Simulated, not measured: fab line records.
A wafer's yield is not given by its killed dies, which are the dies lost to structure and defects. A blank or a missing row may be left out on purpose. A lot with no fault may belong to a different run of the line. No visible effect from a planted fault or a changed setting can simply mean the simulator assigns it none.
Split-lot study | flow berkeley_cmos170 | 23 wafers read across 5 lots, on a route 331 steps long

ABOUT THE SPLIT
At UCB170_ZERO_COAT_01 (resist thk 900 nm), the setting resist_thk_nm was moved away from the recipe's 900 nm on 10 of the 23 wafers read, by -4.1% to +5.1%. All remaining wafers had this setting at the recipe value.

The reading is taken at the split's own step.

THE READING
KrF_of_ZERO_COAT_01.thk_nm (the simulator's own value, which no gauge read), in nm, at UCB170_ZERO_COAT_01 (resist thk 900 nm). There is no usual value for it anywhere in the file. Across the 13 wafers here that went through the recipe, the average is 901.0 nm and the standard deviation 1.4 nm.

wafer  | tool, chamber at the split | resist_thk_nm as run, nm | against the recipe | KrF_of_ZERO_COAT_01.thk_nm, nm | against lot-mates on the recipe
L077.1 | litho_track-02, 0          | 900                      | recipe             | 901                            | -
L077.2 | litho_track-02, 0          | 880.5                    | -2.2%              | 883.1                          | -17.2
L077.3 | litho_track-02, 0          | 900                      | recipe             | 898                            | -
L077.4 | litho_track-02, 0          | 880.5                    | -2.2%              | 882.6                          | -17.7
L077.6 | litho_track-02, 0          | 900                      | recipe             | 901.9                          | -
L080.1 | litho_track-04, 0          | 900                      | recipe             | 902.7                          | -
L080.2 | litho_track-04, 0          | 900                      | recipe             | 900.7                          | -
L080.6 | litho_track-04, 0          | 900                      | recipe             | 899.1                          | -
L082.1 | litho_track-02, 0          | 863.5                    | -4.1%              | 865.6                          | -34.4
L082.3 | litho_track-02, 0          | 863.5                    | -4.1%              | 865.5                          | -34.5
L082.4 | litho_track-02, 0          | 900                      | recipe             | 900.8                          | -
L082.5 | litho_track-02, 0          | 900                      | recipe             | 899.2                          | -
L082.6 | litho_track-02, 0          | 863.5                    | -4.1%              | 866.8                          | -33.2
L084.1 | litho_track-04, 0          | 900                      | recipe             | 901.9                          | -
L084.2 | litho_track-04, 0          | 945.7                    | +5.1%              | 947.2                          | +45.5
L084.4 | litho_track-04, 0          | 900                      | recipe             | 901.5                          | -
L084.5 | litho_track-04, 0          | 945.7                    | +5.1%              | 947.5                          | +45.8
L084.6 | litho_track-04, 0          | 945.7                    | +5.1%              | 949                            | +47.3
L085.1 | litho_track-03, 0          | 868.2                    | -3.5%              | 868.5                          | -33.8
L085.2 | litho_track-03, 0          | 868.2                    | -3.5%              | 868.2                          | -34.1
L085.3 | litho_track-03, 0          | 900                      | recipe             | 901.9                          | -
L085.4 | litho_track-03, 0          | 900                      | recipe             | 902.2                          | -
L085.6 | litho_track-03, 0          | 900                      | recipe             | 902.7                          | -

FIT RESULTS
A straight line over all 23 wafers: KrF_of_ZERO_COAT_01.thk_nm changes by +9.03 nm for each +1% of resist_thk_nm; r = +1.00; the points scatter about the line by 1.4 nm.
The same after taking each lot's own level away (the mean of its wafers on the recipe; 23 wafers): +8.92 nm for each +1%; r = +1.00; scatter 1.6 nm.
According to that fit, moving resist_thk_nm by its largest amount changes the reading by 45 nm.
Measured against the standard deviation above, the lots' own levels, which go from 900.00 to 902.27 nm, span 1.6 times it.
The two slopes are in agreement: the lot-to-lot level therefore moves the slope only a little.
Check: with one of the wafers moved furthest among these (+5.1%) left out of the fit, the line predicts +45.7 nm for it against its lot-mates. Against them it came out at +45.5 nm.

THE WHOLE CHAIN: every reading that the file lists as answering this split, in the file's order
step                 | what it does      | reading                                                                     | change (the file's fit)              | r (the file's)
UCB170_ZERO_COAT_01  | resist thk 900 nm | KrF_of_ZERO_COAT_01.thk_nm (the simulator's own value, which no gauge read) | +8.92 nm for each +1% of the setting | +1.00
UCB170_ZERO_STRIP_07 | strips in O2      | strip_time_to_endpoint_s                                                    | withheld for each +1% of the setting | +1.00

THE FILE'S OWN FIT
KrF_of_ZERO_COAT_01.thk_nm changes by +8.92 nm for each +1% of resist_thk_nm, r = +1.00.
